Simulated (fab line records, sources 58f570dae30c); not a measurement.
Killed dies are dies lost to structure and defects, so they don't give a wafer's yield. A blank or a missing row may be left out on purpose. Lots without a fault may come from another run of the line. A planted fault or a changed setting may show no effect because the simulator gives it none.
Which tool did it? | flow berkeley_cmos170 | 14 lots, 42 wafers sampled, at 4 steps of a route of 331

WHAT THE GAUGES READ, wafer by wafer
UCB170_M3_OVL_MEAS_16.
lot  | measured     | on         | M3_OVL (nm)
L628 | day 8 20:25  | overlay-02 | -6 -14 -5
L630 | day 9 17:04  | overlay-02 | 3 1 4
L629 | day 9 17:13  | overlay-02 | -5 -3 5
L633 | day 10 06:44 | overlay-01 | 6 6 1
L634 | day 10 01:56 | overlay-01 | 1 5 4
L632 | day 10 06:58 | overlay-02 | -2 -2 0
L635 | day 11 12:15 | overlay-01 | -3 6 -6
L637 | day 11 14:13 | overlay-02 | -3 -8 -5
L638 | day 11 15:44 | overlay-01 | -7 -2 -3
L640 | day 12 05:25 | overlay-01 | 1 0 -2
L649 | day 14 04:39 | overlay-02 | 2 0 -2
L646 | day 14 18:38 | overlay-01 | -3 -5 -3
L645 | day 14 19:08 | overlay-01 | 4 1 7
L647 | day 14 19:49 | overlay-01 | -4 -6 -14

WHICH TOOL RAN EACH LOT (tool, then ch and the chambers of the sampled wafers, then the start)
lot  | UCB170_NLDD_CLEAN_12            | UCB170_M2_STRIP_07                   | UCB170_M2_ETCH_17
L628 | wet_bench-04 ch 1, day 7 06:33  | plasma_asher-02 ch 0,1, day 8 13:14  | rie_diel-01 ch 0,1, day 8 15:19
L630 | wet_bench-01 ch 2, day 8 07:46  | plasma_asher-01 ch 0,1, day 9 09:55  | rie_diel-01 ch 0,1, day 9 11:13
L629 | wet_bench-01 ch 0, day 8 07:56  | plasma_asher-03 ch 0,1, day 9 10:23  | rie_diel-02 ch 2,3, day 9 11:40
L633 | wet_bench-01 ch 3, day 8 18:01  | plasma_asher-02 ch 0,1, day 9 23:36  | rie_diel-02 ch 1,3, day 10 01:27
L634 | wet_bench-01 ch 2, day 8 18:12  | plasma_asher-02 ch 0,1, day 9 18:57  | rie_diel-01 ch 0,1,3, day 9 20:16
L632 | wet_bench-01 ch 0, day 8 18:44  | plasma_asher-01 ch 0,1, day 9 23:56  | rie_diel-03 ch 0,1,2, day 10 01:47
L635 | wet_bench-04 ch 3, day 10 00:53 | plasma_asher-03 ch 0,1, day 11 05:04 | rie_diel-03 ch 1,2,3, day 11 06:42
L637 | wet_bench-01 ch 0, day 10 00:56 | plasma_asher-03 ch 0,1, day 11 07:04 | rie_diel-02 ch 2,3, day 11 08:20
L638 | wet_bench-04 ch 3, day 10 01:36 | plasma_asher-02 ch 1, day 11 08:12   | rie_diel-02 ch 1,3, day 11 09:46
L640 | wet_bench-02 ch 3, day 10 16:17 | plasma_asher-01 ch 0,1, day 11 19:12 | rie_diel-02 ch 0,1,3, day 11 20:48
L649 | wet_bench-01 ch 0, day 12 21:40 | plasma_asher-02 ch 0,1, day 13 21:23 | rie_diel-01 ch 0,2,3, day 13 22:58
L646 | wet_bench-01 ch 3, day 13 06:27 | plasma_asher-02 ch 0,1, day 14 09:30 | rie_diel-03 ch 0,1,2, day 14 11:01
L645 | wet_bench-01 ch 0, day 13 06:50 | plasma_asher-01 ch 0, day 14 10:32   | rie_diel-02 ch 0,1,2, day 14 11:49
L647 | wet_bench-01 ch 0, day 13 07:01 | plasma_asher-03 ch 0,1, day 14 10:40 | rie_diel-01 ch 1,3, day 14 11:57
- UCB170_NLDD_CLEAN_12: cleans in SPM, time 600 s.
- UCB170_M2_STRIP_07: strips in O2.
- UCB170_M2_ETCH_17: etches BARC in N2/H2.

WHAT THE TOOLS THEMSELVES READ (means of the sampled wafers that have a number; where no wafer has one, the mark that the record gives instead)
UCB170_NLDD_CLEAN_12.
lot  | tool         | bath_guard_temp_C (C) | bath_heat_duty_pct (%)
L628 | wet_bench-04 | 119.4                 | 13.2
L630 | wet_bench-01 | 120.3                 | 12.4
L629 | wet_bench-01 | 119.7                 | 14.5
L633 | wet_bench-01 | 119.9                 | 14.5
L634 | wet_bench-01 | 120.1                 | 13.0
L632 | wet_bench-01 | 119.7                 | 14.4
L635 | wet_bench-04 | 119.8                 | 13.4
L637 | wet_bench-01 | 119.7                 | 13.9
L638 | wet_bench-04 | 120.1                 | 13.4
L640 | wet_bench-02 | 120.6                 | 13.0
L649 | wet_bench-01 | 119.7                 | 13.8
L646 | wet_bench-01 | 119.9                 | 14.2
L645 | wet_bench-01 | -                     | -
L647 | wet_bench-01 | -                     | -

UCB170_M2_STRIP_07.
lot  | tool            | drypump_motor_current_A (A) | oes_product_au (a.u.) | strip_time_to_endpoint_s (s)
L628 | plasma_asher-02 | 5.77                        | 0.736                 | 21.99
L630 | plasma_asher-01 | 5.85                        | 0.740                 | 22.05
L629 | plasma_asher-03 | 5.65                        | 0.734                 | 21.99
L633 | plasma_asher-02 | 5.77                        | 0.735                 | 21.97
L634 | plasma_asher-02 | 5.79                        | 0.737                 | 22.03
L632 | plasma_asher-01 | 5.86                        | 0.733                 | 21.95
L635 | plasma_asher-03 | 5.85                        | 0.735                 | 21.98
L637 | plasma_asher-03 | 5.85                        | 0.737                 | 22.04
L638 | plasma_asher-02 | 5.30                        | 0.734                 | 21.99
L640 | plasma_asher-01 | 5.85                        | 0.735                 | 21.95
L649 | plasma_asher-02 | 5.53                        | 0.734                 | 22.00
L646 | plasma_asher-02 | 5.55                        | 0.732                 | 21.94
L645 | plasma_asher-01 | 5.85                        | 0.737                 | 21.86
L647 | plasma_asher-03 | 5.86                        | 0.734                 | 21.95

UCB170_M2_ETCH_17.
lot  | tool        | bias_w (W) | drypump_motor_current_A (A) | oes_product_au (a.u.) | throttle_valve_pct (%)
L628 | rie_diel-01 | 99.68      | 5.3                         | 0.989                 | 13.34
L630 | rie_diel-01 | 100.07     | 5.3                         | 0.988                 | 13.34
L629 | rie_diel-02 | 99.69      | 5.3                         | 1.021                 | 13.51
L633 | rie_diel-02 | 99.81      | 5.4                         | 0.997                 | 13.34
L634 | rie_diel-01 | 100.10     | 5.6                         | 0.980                 | 13.24
L632 | rie_diel-03 | 99.99      | 5.7                         | 0.991                 | 13.28
L635 | rie_diel-03 | 99.90      | 5.3                         | 0.994                 | 13.44
L637 | rie_diel-02 | 100.00     | 5.4                         | 0.995                 | 13.52
L638 | rie_diel-02 | 100.40     | 5.3                         | 1.016                 | 13.42
L640 | rie_diel-02 | 99.97      | 5.6                         | 1.017                 | 13.44
L649 | rie_diel-01 | 100.14     | 5.9                         | 0.969                 | 13.32
L646 | rie_diel-03 | 99.94      | 5.7                         | 0.988                 | 13.28
L645 | rie_diel-02 | 100.29     | 5.7                         | 0.999                 | 13.44
L647 | rie_diel-01 | 100.30     | 5.5                         | 0.995                 | 13.24

THE ANSWER, worked out from the rows above alone
Rule: what is usual is taken from the lots themselves. Put in order of their means at a reading, lots are off if they are a third of the lots or fewer, leave a main group of 4 or more, and stand apart from it by a gap of 3 or more times the standard deviation of the main group's means; of several such gaps the widest counts. A main group whose means are all the same, to the digits that the tables above print for the reading, isn't used. A lot without any number at a reading at which 4 lots or more have one is off too. The other lots that the step has rows for count as sound. The gauges are gone through in route order, then the tools' own readings, and for those a lot's mean is taken as printed above. The first step at which some lot is off is used, and at that step the reading that is off furthest; a lot without a number counts as furthest.
Off: L645, L647, at UCB170_NLDD_CLEAN_12 (bath_guard_temp_C). Without a number there: L645, L647. The main group: mean 119.9 C, standard deviation 0.31.
A tool fits if, at that step or a process step before it, it ran every lot that is off, and no sound lot after the first of them. One fits: wet_bench-01 at UCB170_NLDD_CLEAN_12. Its last sound lot is L646 (day 13 06:27), its first lot that is off L645 (day 13 06:50): a fault that began between those two fits.
Blank at UCB170_NLDD_CLEAN_12 on the lots that are off, where sound lots have numbers: bath_guard_temp_C, bath_heat_duty_pct.

WHAT THE SIMULATOR HAD PUT IN
Skipped step whole: wet_bench-01, from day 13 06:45 on, at UCB170_NLDD_CLEAN_12. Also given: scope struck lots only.
Lots struck among those shown: L645, L647. The rule above found the same.
